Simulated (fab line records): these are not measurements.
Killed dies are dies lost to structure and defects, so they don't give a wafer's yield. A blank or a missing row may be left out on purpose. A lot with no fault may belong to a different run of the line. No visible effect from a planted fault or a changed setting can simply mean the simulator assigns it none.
fab line records	flow rit-cmos
record lots=5	wafers=15	last-day=7
route steps=202 shown PRETRO@72 GATE@75 FOX2@80 REOX@98 NLDD@103 SDANNEAL@155 M1@202
lots untouched by any fault: they come from a run of this same line in which no faults occurred
start-h: hours from the record's opening day to when the first of the lot's shown wafers began	wait-h: time in hours since the lot's previous step	" the same as in the row above	L1.1+2: one row covering several wafers at once	- value missing, or start not given	* or withheld: withheld	< > ~ a bound
route shown NAME@n: a module of which the file shows steps, and the number in the route of the first	usual: mean and standard deviation over wafers with no fault	same: alike in all rows	chamber/n: place in a boat	sites: readings site by site	_std_site: standard deviation across them	_edge_site: inner sites' mean taken away from outer sites' mean	radius-mm: for every site, how far away it sits from the centre of the wafer	mask NAME#n: copy n	behind: the most recent tool/chamber to have shaped the wafer	hold: why the lot was held/for how many hours/how that ended	device: transistor that didn't switch, given as n, p or np	end of line: tests run on the same wafers once the route is complete	for a step that has no rows: nothing shown but its recipe	killed: the dies lost at the first sort to structure and to defects; this is not the yield of the wafer	map: a wafer's dies, marking killed ones x, the rest . and places with no die _
set.NAME: setting as actually run; set.NAME@STEP: the setting as run at that earlier step	model.NAME: the simulator's own value behind a step, which no gauge read
certain route steps with their lots: each step a table, each wafer a row
services: the hour from which a tool's chamber was out of use, counted from the record's first day as start-h (under 0 if before that day), plus the number of hours and why
## steps
# step RIT_PRETRO_IMPLANT_08
# recipe species=B	energy-kev=45	dose-cm2=1.2e+13	tilt-deg=7
# step RIT_PRETRO_STRIP_09
# recipe chemistry=O2	time-s=180	resist=NOVOLAK	platen-temp-c=withheld	power-w=500	pressure-mtorr=4000	o2-flow-sccm=4000
# usual drypump-motor-current-A=5.8/0.62
lot.wafer	tool	chamber	start-h	wait-h	drypump-motor-current-A	rf-hours-counter-h
L658.1	plasma-asher-02	1	33.28	0.1	4.9	35
L658.2	"	0	"	"	5.9	35
L658.6	"	0	"	"	5.9	-
L662.1	plasma-asher-03	1	56.60	0.1	6.6	42
L662.5	"	0	"	"	6.2	-
L662.6	"	1	"	"	6.6	-
L663.2	plasma-asher-02	0	59.33	0.1	5.9	38
L663.3	"	0	"	"	5.9	-
L663.6	"	1	"	"	4.8	-
L676.3	plasma-asher-04	0	123.81	0.2	6.3	-
L676.5	"	1	"	"	5.3	-
L676.6	"	0	"	"	6.3	-
L678.3	plasma-asher-02	1	131.96	0.1	4.8	-
L678.4	"	0	"	"	5.9	-
L678.5	"	1	"	"	4.8	-
# step RIT_PRETRO_TW_MEAS_10
# usual PRETRO_TW=474.9/2.8
lot.wafer	tool	chamber	start-h	wait-h	PRETRO_TW
L658.1	film-metro-01	-	33.45	0.1	475.8
L658.2	"	-	"	"	479.2
L658.6	"	-	"	"	474.5
L662.1	film-metro-01	-	56.78	0.1	469.3
L662.5	"	-	"	"	473.5
L662.6	"	-	"	"	473.0
L663.2	film-metro-01	-	59.52	0.1	473.7
L663.3	"	-	"	"	473.8
L663.6	"	-	"	"	475.7
L676.3	film-metro-04	-	123.94	0.1	474.3
L676.5	"	-	"	"	473.6
L676.6	"	-	"	"	473.9
L678.3	film-metro-03	-	132.10	0.1	478.1
L678.4	"	-	"	"	477.9
L678.5	"	-	"	"	479.9
# step RIT_GATE_WET_ETCH_00
# recipe chemistry=BOE	target=SiO2	target-depth-nm=56	time-s=60	dry=n2-spin	dilution=10:1	temp-c=21.5
# step RIT_GATE_CLEAN_01
# recipe chemistry=SC1	mix=3:3:50	time-s=600	temp-c=75
# step RIT_GATE_CLEAN_02
# recipe chemistry=dHF	dilution=50:1	time-s=30
# step RIT_GATE_CLEAN_03
# recipe chemistry=SC2	mix=3:3:50	time-s=600	temp-c=75	dry=n2-spin
# step RIT_GATE_CLEAN_04
# recipe chemistry=dHF	dilution=50:1	time-s=60	dry=n2-spin
# step RIT_FOX2_THK_MEAS_91
# recipe reads=SiO2_of_FOX2_OXIDATION_00
# usual FIELD_OXIDE_LEFT_2_THK=257/5.4
lot.wafer	tool	chamber	start-h	wait-h	FIELD_OXIDE_LEFT_2_THK[nm]
L658.1	film-metro-02	-	33.93	0.0	252
L658.2	"	-	"	"	253
L658.6	"	-	"	"	254
L662.1	film-metro-01	-	57.25	0.0	256
L662.5	"	-	"	"	260
L662.6	"	-	"	"	260
L663.2	film-metro-01	-	59.99	0.0	265
L663.3	"	-	"	"	260
L663.6	"	-	"	"	259
L676.3	film-metro-02	-	124.42	0.0	262
L676.5	"	-	"	"	259
L676.6	"	-	"	"	256
L678.3	film-metro-02	-	132.58	0.0	261
L678.4	"	-	"	"	258
L678.5	"	-	"	"	266
# step RIT_GATE_OXIDATION_05
# recipe temp-c=900	ambient=O2	target-thk-a=30	ox-time-s=270
# step RIT_GATE_ANNEAL_06
# recipe temp-c=900	time-s=600	ambient=N2O
# step RIT_GATE_THK_MEAS_07
# recipe reads=SiO2_of_GATE_OXIDATION_05
# usual GATE_OXIDE_THK=3.02/0.058
lot.wafer	tool	chamber	start-h	wait-h	GATE_OXIDE_THK[nm]
L658.1	film-metro-01	-	35.48	0.0	3.07
L658.2	"	-	"	"	3.11
L658.6	"	-	"	"	3.13
L662.1	film-metro-02	-	59.95	0.0	2.99
L662.5	"	-	"	"	3.06
L662.6	"	-	"	"	2.95
L663.2	film-metro-01	-	61.38	0.0	3.10
L663.3	"	-	"	"	3.09
L663.6	"	-	"	"	3.06
L676.3	film-metro-03	-	129.51	0.0	2.95
L676.5	"	-	"	"	2.99
L676.6	"	-	"	"	2.97
L678.3	film-metro-03	-	139.60	0.0	3.08
L678.4	"	-	"	"	3.08
L678.5	"	-	"	"	3.08
# step RIT_GATE_CVD_08
# recipe material=poly-Si	target-thk-nm=250	temp-c=610	precursor=SiH4	time-s=2220	pressure-mtorr=300	sih4-flow-sccm=97.73
# usual pressure-mtorr=300.0/0.64	spike-tc-source-C=631/3.3
lot.wafer	tool	chamber	start-h	wait-h	pressure-mtorr	spike-tc-source-C	model.poly-Si_of_GATE_CVD_08.thk-nm
L658.1	lpcvd-02	0	35.83	0.3	299.8	626	242.9
L658.2	"	0	"	"	299.3	627	239.8
L658.6	"	0	"	"	299.9	628	241.9
L662.1	lpcvd-02	0	60.01	0.1	300.1	625	242.7
L662.5	"	0	"	"	300.9	627	241.5
L662.6	"	0	"	"	301.0	626	243.1
L663.2	lpcvd-01	0	61.43	0.0	360.3	636	268.1
L663.3	"	0	"	"	361.6	635	265.3
L663.6	"	0	"	"	360.0	636	264.9
L676.3	lpcvd-01	0	129.55	0.0	299.8	635	242.9
L676.5	"	0	"	"	300.7	636	242.4
L676.6	"	0	"	"	300.7	636	242.9
L678.3	lpcvd-02	0	139.64	0.0	300.8	627	241.5
L678.4	"	0	"	"	300.4	626	243.4
L678.5	"	0	"	"	299.9	627	244.2
# step RIT_GATE_THK_MEAS_09
# recipe reads=poly-Si_of_GATE_CVD_08
# usual GATE_POLY_THK=244.1/2.4
lot.wafer	tool	chamber	start-h	wait-h	hold	GATE_POLY_THK[nm]
L658.1	film-metro-02	-	37.45	0.0	-	242.8
L658.2	"	-	"	"	-	239.9
L658.6	"	-	"	"	-	241.8
L662.1	film-metro-03	-	61.63	0.0	-	242.7
L662.5	"	-	"	"	-	241.4
L662.6	"	-	"	"	-	243.1
L663.2	film-metro-01	-	63.06	0.0	await-dispo/0.2h/release	268.2
L663.3	"	-	"	"	await-dispo/0.2h/release	265.3
L663.6	"	-	"	"	await-dispo/0.2h/release	265.1
L663.2	film-metro-01	-	63.28	0.2	-	267.9
L663.3	"	-	"	"	-	265.5
L663.6	"	-	"	"	-	265.0
L676.3	film-metro-03	-	131.19	0.0	-	242.9
L676.5	"	-	"	"	-	242.4
L676.6	"	-	"	"	-	242.9
L678.3	film-metro-02	-	141.27	0.0	-	241.5
L678.4	"	-	"	"	-	243.2
L678.5	"	-	"	"	-	244.3
# step RIT_GATE_COAT_11
# recipe resist=NOVOLAK	spin-rpm=4250	resist-thk-nm=850
# step RIT_GATE_SOFTBAKE_12
# recipe resist=NOVOLAK	temp-c=90	time-s=60
# step RIT_GATE_EXPOSE_13
# recipe mask-id=M6	na=0.6	source-shape=conventional	sigma-outer=0.6	target-cd-nm=150	dose-mj=380
# step RIT_GATE_PEB_14
# recipe resist=NOVOLAK	temp-c=withheld	time-s=withheld
# step RIT_GATE_DEVELOP_15
# recipe resist=NOVOLAK	develop-time-s=50	dev-temp-c=23
# step RIT_GATE_CD_MEAS_16
# recipe target-cd-nm=150
# usual cd-nm=149.6/2.5
lot.wafer	tool	chamber	start-h	wait-h	cd-nm
L658.1	cd-sem-02	-	38.48	-	150.3
L658.2	"	-	"	"	148.9
L658.6	"	-	"	"	147.5
L662.1	cd-sem-02	-	62.54	-	146.6
L662.5	"	-	"	"	145.7
L662.6	"	-	"	"	146.8
L663.2	cd-sem-02	-	66.11	-	145.9
L663.3	"	-	"	"	147.5
L663.6	"	-	"	"	146.1
L676.3	cd-sem-02	-	132.12	-	152.6
L676.5	"	-	"	"	150.4
L676.6	"	-	"	"	151.3
L678.3	cd-sem-02	-	142.20	-	151.5
L678.4	"	-	"	"	148.4
L678.5	"	-	"	"	151.0
# step RIT_GATE_OVL_MEAS_17
# usual GATE_OVL=-1.7/1.3
lot.wafer	tool	chamber	start-h	wait-h	GATE_OVL[nm]
L658.1	overlay-02	-	38.60	0.1	-2.1
L658.2	"	-	"	"	-3.2
L658.6	"	-	"	"	-2.6
L662.1	overlay-01	-	62.66	0.1	-1.8
L662.5	"	-	"	"	-1.0
L662.6	"	-	"	"	-2.0
L663.2	overlay-02	-	66.21	0.1	-0.8
L663.3	"	-	"	"	0.0
L663.6	"	-	"	"	-2.3
L676.3	overlay-01	-	132.21	0.1	-4.5
L676.5	"	-	"	"	-3.7
L676.6	"	-	"	"	-3.1
L678.3	overlay-02	-	142.30	0.1	-1.8
L678.4	"	-	"	"	-2.7
L678.5	"	-	"	"	-0.7
# step RIT_GATE_HARDBAKE_18
# recipe resist=NOVOLAK	temp-c=140	time-s=60
# step RIT_GATE_ETCH_19
# recipe chemistry=SF6/CHF3/O2	time-s=158.5	SF6_flow_sccm=30	CHF3_flow_sccm=30	O2_flow_sccm=5	target=poly-Si	pressure-mtorr=40	rf-w=160	target-depth-a=3125	over-etch-frac=0.25	stop-on=SiO2
# usual CHF3_flow_sccm=30.00/0.091	drypump-motor-current-A=5.7/0.59	oes-product-au=0.857/0.014	throttle-valve-pct=10.27/0.19
# same over-etch-frac=0.25
lot.wafer	tool	chamber	start-h	wait-h	CHF3_flow_sccm	drypump-motor-current-A	oes-product-au	rf-hours-counter-h	throttle-valve-pct	model.GATE.feature-depth-nm	model.etch.depth-nm
L658.1	rie-si-02	3	38.79	0.1	30.02	5.6	0.850	3	10.62	242.9	242.9
L658.2	"	2	"	"	30.07	5.4	0.843	2	10.28	239.8	239.8
L658.6	"	0	"	"	30.22	6.2	0.848	-	10.17	241.9	241.9
L662.1	rie-si-02	1	62.85	0.1	29.91	4.8	0.846	70	10.30	242.7	242.7
L662.5	"	0	"	"	29.99	6.2	0.849	-	10.18	241.5	241.5
L662.6	"	2	"	"	29.94	5.4	0.854	-	10.27	243.1	243.1
L663.2	rie-si-01	1	66.39	0.1	30.04	5.0	0.909	1	9.93	268.1	268.1
L663.3	"	0	"	"	30.02	5.4	0.939	9	10.41	265.3	265.3
L663.6	"	3	"	"	30.07	6.5	0.906	-	10.29	264.9	264.9
L676.3	rie-si-02	1	132.38	0.1	29.88	4.8	0.846	70	10.30	242.9	242.9
L676.5	"	3	"	"	30.03	5.6	0.852	-	10.62	242.4	242.4
L676.6	"	0	"	"	29.95	6.2	0.848	-	10.19	242.9	242.9
L678.3	rie-si-02	2	142.47	0.1	30.09	5.4	0.853	3	10.27	241.5	241.5
L678.4	"	0	"	"	30.09	6.2	0.854	33	10.17	243.4	243.4
L678.5	"	3	"	"	29.99	5.6	0.857	-	10.60	244.2	244.2
# step RIT_GATE_STRIP_20
# recipe chemistry=O2	time-s=180	resist=NOVOLAK	platen-temp-c=withheld	power-w=500	pressure-mtorr=4000	o2-flow-sccm=4000
# usual drypump-motor-current-A=6.0/0.51
lot.wafer	tool	chamber	start-h	wait-h	drypump-motor-current-A	rf-hours-counter-h
L658.1	plasma-asher-01	0	38.90	0.1	5.5	41
L658.2	"	1	"	"	6.5	41
L658.6	"	0	"	"	5.5	-
L662.1	plasma-asher-03	1	62.96	0.1	6.6	43
L662.5	"	1	"	"	6.6	-
L662.6	"	0	"	"	6.2	-
L663.2	plasma-asher-04	1	66.84	0.4	5.3	28
L663.3	"	0	"	"	6.3	-
L663.6	"	1	"	"	5.3	-
L676.3	plasma-asher-04	0	132.55	0.1	6.3	-
L676.5	"	0	"	"	6.3	-
L676.6	"	1	"	"	5.3	-
L678.3	plasma-asher-03	0	142.64	0.1	6.2	-
L678.4	"	1	"	"	6.5	-
L678.5	"	1	"	"	6.5	-
# step RIT_GATE_CD_MEAS_90
# recipe target-cd-nm=150
# usual cd-nm=149.7/2.5
lot.wafer	tool	chamber	start-h	wait-h	cd-nm
L658.1	cd-sem-02	-	39.07	0.1	150.8
L658.2	"	-	"	"	149.2
L658.6	"	-	"	"	147.5
L662.1	cd-sem-01	-	63.13	0.1	147.5
L662.5	"	-	"	"	145.4
L662.6	"	-	"	"	147.0
L663.2	cd-sem-01	-	67.04	0.1	145.7
L663.3	"	-	"	"	147.5
L663.6	"	-	"	"	146.3
L676.3	cd-sem-01	-	132.70	0.1	152.8
L676.5	"	-	"	"	150.7
L676.6	"	-	"	"	151.7
L678.3	cd-sem-01	-	142.79	0.1	151.4
L678.4	"	-	"	"	148.3
L678.5	"	-	"	"	151.3
# step RIT_REOX_CLEAN_00
# recipe chemistry=SC1	mix=3:3:50	time-s=600	temp-c=75
# step RIT_REOX_CLEAN_01
# recipe chemistry=dHF	dilution=50:1	time-s=30
# step RIT_REOX_CLEAN_02
# recipe chemistry=SC2	mix=3:3:50	time-s=600	temp-c=75	dry=n2-spin
# step RIT_REOX_OXIDATION_03
# recipe temp-c=900	ambient=O2	target-thk-a=252	ox-time-s=5580
# step RIT_REOX_THK_MEAS_04
# recipe reads=SiO2_of_REOX_OXIDATION_03
# usual REOX_OXIDE_THK=25.3/0.42
lot.wafer	tool	chamber	start-h	wait-h	REOX_OXIDE_THK[nm]
L658.1	film-metro-02	-	43.24	0.0	25.7
L658.2	"	-	"	"	25.5
L658.6	"	-	"	"	25.7
L662.1	film-metro-04	-	66.17	0.0	25.8
L662.5	"	-	"	"	25.3
L662.6	"	-	"	"	25.4
L663.2	film-metro-03	-	70.06	0.0	25.6
L663.3	"	-	"	"	25.6
L663.6	"	-	"	"	25.3
L676.3	film-metro-02	-	138.03	0.0	25.2
L676.5	"	-	"	"	25.7
L676.6	"	-	"	"	25.4
L678.3	film-metro-04	-	147.33	0.0	25.9
L678.4	"	-	"	"	25.9
L678.5	"	-	"	"	25.8
# step RIT_NLDD_HMDS_00
# recipe prime-time-s=60	prime-temp-c=140
# step RIT_NLDD_COAT_01
# recipe resist=NOVOLAK	spin-rpm=3250	resist-thk-nm=1000
# step RIT_NLDD_SOFTBAKE_02
# recipe resist=NOVOLAK	temp-c=90	time-s=60
# step RIT_NLDD_EXPOSE_03
# recipe mask-id=M7	na=0.57	target-cd-nm=40700	dose-mj=250
# step RIT_NLDD_PEB_04
# recipe resist=NOVOLAK	temp-c=withheld	time-s=withheld
# step RIT_NLDD_DEVELOP_05
# recipe resist=NOVOLAK	develop-time-s=50	dev-temp-c=23
# step RIT_NLDD_OVL_MEAS_06
# usual NLDD_OVL=-1.8/1.2
lot.wafer	tool	chamber	start-h	wait-h	NLDD_OVL[nm]
L658.1	overlay-01	-	44.15	-	-1.9
L658.2	"	-	"	"	-4.1
L658.6	"	-	"	"	-2.0
L662.1	overlay-01	-	67.24	-	-0.8
L662.5	"	-	"	"	0.3
L662.6	"	-	"	"	0.2
L663.2	overlay-02	-	71.10	-	-3.2
L663.3	"	-	"	"	-3.8
L663.6	"	-	"	"	-4.4
L676.3	overlay-02	-	139.06	-	-1.1
L676.5	"	-	"	"	-2.0
L676.6	"	-	"	"	-0.6
L678.3	overlay-01	-	148.23	-	0.3
L678.4	"	-	"	"	0.6
L678.5	"	-	"	"	0.5
# step RIT_NLDD_HARDBAKE_07
# recipe resist=NOVOLAK	temp-c=140	time-s=60
# step RIT_NLDD_IMPLANT_08
# recipe species=P	energy-kev=20	dose-cm2=4.909e+14	tilt-deg=7
# step RIT_NLDD_STRIP_09
# recipe chemistry=O2	time-s=180	resist=NOVOLAK	platen-temp-c=withheld	power-w=500	pressure-mtorr=4000	o2-flow-sccm=4000
# usual drypump-motor-current-A=5.8/0.61
lot.wafer	tool	chamber	start-h	wait-h	drypump-motor-current-A	rf-hours-counter-h
L658.1	plasma-asher-01	1	44.48	0.1	6.5	42
L658.2	"	0	"	"	5.6	42
L658.6	"	1	"	"	6.5	-
L662.1	plasma-asher-02	0	67.58	0.1	5.9	39
L662.5	"	0	"	"	5.9	-
L662.6	"	1	"	"	4.8	-
L663.2	plasma-asher-04	1	71.50	0.1	5.3	28
L663.3	"	0	"	"	6.3	-
L663.6	"	1	"	"	5.3	-
L676.3	plasma-asher-01	0	139.44	0.1	5.5	-
L676.5	"	0	"	"	5.5	-
L676.6	"	1	"	"	6.5	-
L678.3	plasma-asher-01	1	148.61	0.1	6.6	-
L678.4	"	0	"	"	5.5	-
L678.5	"	1	"	"	6.6	-
# step RIT_NLDD_TW_MEAS_10
# usual NLDD_TW=2481/19
lot.wafer	tool	chamber	start-h	wait-h	NLDD_TW
L658.1	film-metro-02	-	44.66	0.1	2505
L658.2	"	-	"	"	2505
L658.6	"	-	"	"	2498
L662.1	film-metro-01	-	67.75	0.1	2460
L662.5	"	-	"	"	2468
L662.6	"	-	"	"	2469
L663.2	film-metro-01	-	71.68	0.1	2470
L663.3	"	-	"	"	2449
L663.6	"	-	"	"	2473
L676.3	film-metro-01	-	139.58	0.1	2490
L676.5	"	-	"	"	2478
L676.6	"	-	"	"	2482
L678.3	film-metro-04	-	148.75	0.1	2467
L678.4	"	-	"	"	2458
L678.5	"	-	"	"	2452
# step RIT_SDANNEAL_CLEAN_02
# recipe chemistry=SC2	mix=3:3:50	time-s=600	temp-c=75	dry=n2-spin
# usual bath-heat-duty-pct=15.2/1.7
lot.wafer	tool	chamber	start-h	wait-h	bath-heat-duty-pct	model.poly-Si_of_GATE_CVD_08.thk-nm
L658.1	wet-bench-01	0	51.88	0.0	16.2	157.3
L658.2	"	0	"	"	17.1	154
L658.6	"	0	"	"	15.5	155.9
L662.1	wet-bench-03	0	75.15	0.0	17.4	156.5
L662.5	"	0	"	"	16.2	154.9
L662.6	"	0	"	"	16.8	157
L663.2	wet-bench-03	2	82.09	0.0	17.6	183
L663.3	"	2	"	"	15.6	180.2
L663.6	"	2	"	"	17.0	178.8
L676.3	wet-bench-01	1	147.67	0.0	14.3	156.8
L676.5	"	1	"	"	13.5	155.4
L676.6	"	1	"	"	13.8	157.2
L678.3	wet-bench-04	1	155.86	0.0	13.3	155.3
L678.4	"	1	"	"	12.9	157.3
L678.5	"	1	"	"	13.8	157.5
# step RIT_M1_PROBE_99
# usual killed-at-front-end=7/3.4	killed-dies=7/3.4	killed-open=3.6/2.1	killed-short=3.5/2.1
# same gross-dies=264	killed_at_M0_to_M3=0	killed_at_M4_up=0	killed-at-back-side=0	killed-at-contacts=0	killed-at-other=0
lot.wafer	tool	chamber	start-h	wait-h	killed-at-front-end	killed-dies	killed-open	killed-short
L658.1	prober-01	-	59.47	0.1	7	7	5	2
L658.2	prober-01	-	59.52	0.1	5	5	3	2
L658.6	prober-01	-	59.72	0.2	3	3	0	3
L663.2	prober-02	-	89.97	0.1	4	4	3	1
L663.3	prober-02	-	90.02	0.2	5	5	2	3
L663.6	prober-02	-	90.17	0.2	3	3	1	2
L676.3	prober-01	-	155.66	0.2	5	5	2	3
L676.5	prober-01	-	155.76	0.2	9	9	4	5
L676.6	prober-01	-	155.81	0.2	1	1	1	0
L678.3	prober-01	-	163.49	0.2	13	13	8	5
L678.4	prober-01	-	163.54	0.2	12	12	7	5
L678.5	prober-01	-	163.59	0.2	8	8	6	2
# killed by level:class
L658.1 SPACER:geometric-particle:open=3 SPACER:geometric-particle:short=2 GATE:geometric-particle:open=1 SILICIDE:geometric-particle:open=1
L658.2 GATE:geometric-particle:open=2 GATE:geometric-particle:short=1 REOX:geometric-particle:short=1 SPACER:geometric-particle:open=1
L658.6 GATE:geometric-particle:short=1 SPACER:geometric-particle:short=1 SILICIDE:geometric-particle:short=1
L663.2 FOX1:geometric-particle:open=2 FOX1:geometric-particle:short=1 GATE:geometric-particle:open=1
L663.3 FOX1:geometric-particle:short=1 GATE:geometric-particle:short=1 GATE:geometric-particle:open=1 SPACER:geometric-particle:short=1 SILICIDE:geometric-particle:open=1
L663.6 FOX1:geometric-particle:short=1 GATE:geometric-particle:open=1 SPACER:geometric-particle:short=1
L676.3 FOX2:geometric-particle:short=2 FOX1:geometric-particle:open=1 GATE:geometric-particle:short=1 SILICIDE:geometric-particle:open=1
L676.5 SPACER:geometric-particle:open=2 SPACER:geometric-particle:short=2 SILICIDE:geometric-particle:short=2 FOX2:geometric-particle:open=1 GATE:geometric-particle:open=1 GATE:geometric-particle:short=1
L676.6 SPACER:geometric-particle:open=1
L678.3 SPACER:geometric-particle:open=6 GATE:geometric-particle:short=3 SPACER:geometric-particle:short=2 FOX2:geometric-particle:open=1 SILICIDE:geometric-particle:open=1
L678.4 GATE:geometric-particle:short=4 GATE:geometric-particle:open=2 SPACER:geometric-particle:open=2 SILICIDE:geometric-particle:open=2 REOX:geometric-particle:open=1 SILICIDE:geometric-particle:short=1
L678.5 GATE:geometric-particle:open=2 SILICIDE:geometric-particle:open=2 REOX:geometric-particle:open=1 REOX:geometric-particle:short=1 SPACER:geometric-particle:open=1 SILICIDE:geometric-particle:short=1
## services
tool	chamber	start-h	hours	kind
plasma-asher-04	-	28.31	5.7	repair
wet-bench-04	-	30.24	5.9	repair
rie-si-02	3	40.43	29.2	repair
wet-bench-04	-	49.05	1.7	repair
plasma-asher-03	-	70.37	1.0	repair
wet-bench-01	-	73.99	18.8	repair
plasma-asher-03	-	93.07	7.8	repair
plasma-asher-02	-	108.75	9.0	pm
plasma-asher-02	0	108.75	9.0	vent-cycle
plasma-asher-02	1	108.75	9.0	vent-cycle
plasma-asher-02	0	117.75	-	clean
plasma-asher-02	1	117.75	-	clean
rie-si-02	2	121.25	5.6	repair
rie-si-01	3	130.18	-	clean
rie-si-01	3	130.18	25.5	scheduled-down
rie-si-01	3	130.18	25.5	vent-cycle
plasma-asher-01	-	141.93	2.8	pm
plasma-asher-02	-	143.74	0.5	repair
## key
first-sign step=RIT_GATE_CVD_08	reading=pressure-mtorr	direction=up	sigmas=94	usual=300.0	struck=360.6
effect step=RIT_GATE_THK_MEAS_09	reading=visit	direction=added
effect step=RIT_GATE_THK_MEAS_09	reading=GATE_POLY_THK	direction=up	sigmas=9.1	usual=244.1	struck=266.2
effect step=RIT_GATE_ETCH_19	reading=oes-product-au	direction=up	sigmas=4.5	usual=0.857	struck=0.918
model-effect step=RIT_GATE_CVD_08	value=poly-Si_of_GATE_CVD_08.thk-nm	without=242.8	struck=266.1
model-effect step=RIT_GATE_ETCH_19	value=GATE.feature-depth-nm	without=242.8	struck=266.1
model-effect step=RIT_SDANNEAL_CLEAN_02	value=poly-Si_of_GATE_CVD_08.thk-nm	without=157.3	struck=180.7
met-at RIT_GATE_CVD_08
struck-wafers L663.2,L663.3,L663.6
tester-left-out L663
fault kind=process-parameter-drift	tool=lpcvd-01	chamber=0	onset-h=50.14	steps=RIT_GATE_CVD_08	channel=pressure-mtorr	offset=60	shape=step	end-h=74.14	acts-in=these-recipes-only	stated=300
# tester-left-out: of these lots the tester's yield and bins aren't shown, on N5 and GAA mostly nor the transistor test; their killed dies are dies lost to structure and defects alone, not to doping, threshold or leakage, so they don't give the yield
